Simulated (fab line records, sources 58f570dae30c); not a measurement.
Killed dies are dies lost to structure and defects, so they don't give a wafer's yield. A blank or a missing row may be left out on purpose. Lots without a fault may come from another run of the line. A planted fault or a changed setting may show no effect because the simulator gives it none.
Split-lot experiment | flow berkeley_cmos170 | 5 lots, 23 wafers read, on a route of 331 steps

THE SPLIT
At UCB170_PFIELD_IMPLANT_07, the setting energy_kev was moved away from the recipe's 80 on 7 of the 23 wafers read, by -4.7% to +3.5%. The other wafers ran this setting at the recipe's value.

The reading is taken at the split's own step.

THE READING
implant.drp_nm (the simulator's own value, which no gauge read), in nm, at UCB170_PFIELD_IMPLANT_07. The file gives no usual value for it.

wafer  | tool, chamber at the split | energy_kev as run | against the recipe | implant.drp_nm, nm | against lot-mates on the recipe
L076.1 | implanter-01, 0            | 80                | recipe             | 74.86              | -
L076.3 | implanter-01, 0            | 80                | recipe             | 74.86              | -
L076.6 | implanter-01, 0            | 80                | recipe             | 74.86              | -
L075.1 | implanter-04, 0            | 80                | recipe             | 74.86              | -
L075.2 | implanter-04, 0            | 80                | recipe             | 74.86              | -
L075.3 | implanter-04, 0            | 80                | recipe             | 74.86              | -
L075.5 | implanter-04, 0            | 80                | recipe             | 74.86              | -
L075.6 | implanter-04, 0            | 80                | recipe             | 74.86              | -
L077.1 | implanter-02, 0            | 76.25             | -4.7%              | 73.13              | -1.73
L077.2 | implanter-02, 0            | 76.25             | -4.7%              | 73.13              | -1.73
L077.3 | implanter-02, 0            | 80                | recipe             | 74.86              | -
L077.4 | implanter-02, 0            | 80                | recipe             | 74.86              | -
L077.6 | implanter-02, 0            | 80                | recipe             | 74.86              | -
L080.1 | implanter-02, 0            | 80                | recipe             | 74.86              | -
L080.5 | implanter-02, 0            | 80                | recipe             | 74.86              | -
L080.2 | implanter-02, 0            | 82.79             | +3.5%              | 76.07              | +1.21
L080.3 | implanter-02, 0            | 82.79             | +3.5%              | 76.07              | +1.21
L080.4 | implanter-02, 0            | 82.79             | +3.5%              | 76.07              | +1.21
L084.2 | implanter-01, 0            | 80                | recipe             | 74.86              | -
L084.3 | implanter-01, 0            | 80                | recipe             | 74.86              | -
L084.6 | implanter-01, 0            | 80                | recipe             | 74.86              | -
L084.4 | implanter-01, 0            | 76.34             | -4.6%              | 73.17              | -1.69
L084.5 | implanter-01, 0            | 76.34             | -4.6%              | 73.17              | -1.69

THE FIT
A straight line over all 23 wafers: implant.drp_nm changes by +0.362 nm for each +1% of energy_kev; r = +1.00; the points scatter about the line by 0.021 nm.
The same after taking each lot's own level away (the mean of its wafers on the recipe; 23 wafers): +0.362 nm for each +1%; r = +1.00; scatter 0.021 nm.
On that fit, the largest move of energy_kev shifts the reading by 1.7 nm.
The lots' own levels span 74.860 to 74.860 nm.
So the lot-to-lot level changes the slope little: the two slopes agree.
Check: with one of the wafers moved furthest among these (-4.7%) left out of the fit, the line predicts -1.7 nm for it against its lot-mates. It came out at -1.73 nm against them.

OTHER SPLITS ON THESE WAFERS
These wafers also went through other splits before the reading. Each is held against what the fit with the lots' levels taken away leaves over:
other split on the same wafers          | wafers away from the commonest value | r with implant.drp_nm (lot level and that fit taken away)
UCB170_START_OXIDATION_02 temp_c        | 18                                   | +0.39
UCB170_WELLDRIVE_OXIDATION_01 ox_time_s | 15                                   | +0.31
UCB170_ACTIVE_COAT_08 spin_rpm          | 7                                    | +0.17
UCB170_ACTIVE_ETCH_15 over_etch_frac    | 6                                    | +0.26

THE WHOLE CHAIN: every reading that the file lists as answering this split, in the file's order
step                     | what it does | reading                                                         | change (the file's fit)               | r (the file's)
UCB170_PFIELD_IMPLANT_07 |              | implant.rp_nm (the simulator's own value, which no gauge read)  | +2.14 nm for each +1% of the setting  | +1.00
UCB170_PFIELD_IMPLANT_07 |              | implant.drp_nm (the simulator's own value, which no gauge read) | +0.365 nm for each +1% of the setting | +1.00

THE FILE'S OWN FIT
implant.drp_nm changes by +0.365 nm for each +1% of energy_kev, r = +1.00.
